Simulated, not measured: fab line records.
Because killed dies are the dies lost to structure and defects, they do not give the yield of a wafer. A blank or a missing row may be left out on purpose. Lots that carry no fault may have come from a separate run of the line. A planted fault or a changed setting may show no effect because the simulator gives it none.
Chamber matching | flow berkeley_cmos170 | UCB170_FIELD_WET_ETCH_06 on wet_bench-01: 4 sister chambers
The step etches SiO2 in BOE, time 22 s. 4 wafers are shown with their chamber, then 7 later ones without.

WAFERS PAIRED WITH THEIR CHAMBERS
wafer  | chamber | temp_c (C)
L075.4 | 1       | 24.97
L080.5 | 3       | 25.09
L082.5 | 0       | 24.98
L085.4 | 2       | 24.90

WAFERS WITH NO CHAMBER GIVEN
wafer  | temp_c (C)
L085.6 | 24.95
L090.3 | 24.84
L090.4 | 24.87
L090.6 | 24.86
L092.1 | 25.16
L092.4 | 24.98
L092.6 | 25.01

THE CHAMBER EACH PASSED THROUGH
wafer  | from the rows above               | in truth
L085.6 | can't be placed: 1 or 0 or 2      | 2
L090.3 | can't be placed: 2 or 1 or 0      | 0
L090.4 | can't be placed: 2 or 1 or 0      | 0
L090.6 | can't be placed: 2 or 1 or 0      | 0
L092.1 | 3                                 | 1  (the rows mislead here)
L092.4 | can't be placed: 0 or 1 or 2      | 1
L092.6 | can't be placed: 0 or 1 or 3 or 2 | 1
Placed correctly: 0 of 7. Unplaceable from these rows: 6, with the true chamber sitting among the candidates in 6. Placed wrongly: 1.
How it was worked out, from the rows above alone: a wafer's distance from a chamber is the root of the sum, over the readings, of the square of ((its reading less the chamber's mean) divided by the reading's scatter). The wafer belongs to the nearest chamber; if the next one is less than 2 further off, it can't be placed. The mean given for a chamber averages the wafers shown for that chamber. The scatter: root of mean squared gap, hidden wafer to nearest shown wafer, with one shown wafer a chamber.
